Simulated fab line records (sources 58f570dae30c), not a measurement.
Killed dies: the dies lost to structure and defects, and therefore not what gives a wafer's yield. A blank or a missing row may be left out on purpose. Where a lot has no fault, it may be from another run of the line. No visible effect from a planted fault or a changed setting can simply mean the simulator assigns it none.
A single fault, viewed from 2 desks -- flow berkeley-cmos170 -- numbers are kept per desk, each desk with only its own; the story behind them comes last

FROM THE METROLOGY DESK
Lot by lot, what the gauges showed, no matter which tool ran the lot: averages of those sampled wafers that carry a number. Any lot whose mean is over 4 standard deviations away from the usual mean is out of limits and marked OUT; that distance is given in the brackets.
Columns: A = cd-nm at UCB170_M1_CD_MEAS_90, usual 700.1 nm; B = V1_TEOS_THK at UCB170_V1_THK_MEAS_01, usual 1996 nm; C = V1_BOW at UCB170_V1_BOW_MEAS_03, usual 18 um; D = V1_POLISHED_THK at UCB170_V1_THK_MEAS_04, usual 999.6 nm; E = cd-nm at UCB170_V1_CD_MEAS_12, usual 699.8 nm; F = V1_OVL at UCB170_V1_OVL_MEAS_13, usual 1 nm
lot,first seen here,A,B,C,D,E,F
L331,day 8 19:48,702.4,1969,21,999.0,699.9,1
L333,day 9 02:02,700.6,2008,20,999.7,698.8,5
L345,day 11 08:05,699.1,1996,16,998.6,702.9,2
L348,day 12 01:54,698.4,1994,19,998.7,700.1,-4
L349,day 12 04:02,702.8,1995,19,1000.9,701.0,1
Result from this desk: across the 5 lots, nothing is out of limits.

THE TOOL OWNER'S DESK: krf-scanner-02
The tool's own readings at UCB170_V1_EXPOSE_09 (exposes mask VIA1, target cd 700 nm): means of the sampled wafers that have a number, for each lot that ran on this tool. Any lot whose mean is over 4 standard deviations away from the usual mean is out of limits and marked OUT; that distance is given in the brackets.
Columns: A = exposure-dose-mJ-cm2 at UCB170_V1_EXPOSE_09, usual 36.98
lot,first seen here,A
L331,day 9 00:29,36.94
L333,day 9 05:59,36.95
L345,day 11 11:59,36.75 (-4.3) OUT
This desk's verdict: out of limits on L345, starting with L345 at day 11 11:59 (exposure-dose-mJ-cm2 at UCB170_V1_EXPOSE_09). Within limits: L331, L333.

BROUGHT TOGETHER
On L345, at day 11 11:59, an alarm was possible from the tool owner's desk.
At the metrology desk, nothing out of limits was observed.
The metrology desk holds a record of L345, inside its limits.
UCB170_V1_EXPOSE_09 was run on krf-scanner-02 by each of the lots named.

WHAT THE SIMULATOR PUT IN
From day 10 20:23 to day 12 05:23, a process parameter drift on krf-scanner-02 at UCB170_V1_EXPOSE_09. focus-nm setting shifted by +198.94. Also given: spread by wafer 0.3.
Lots struck among those shown: L345.
Delay in hours, fault start to first out-of-limits reading, by desk: the tool owner's desk at 16.
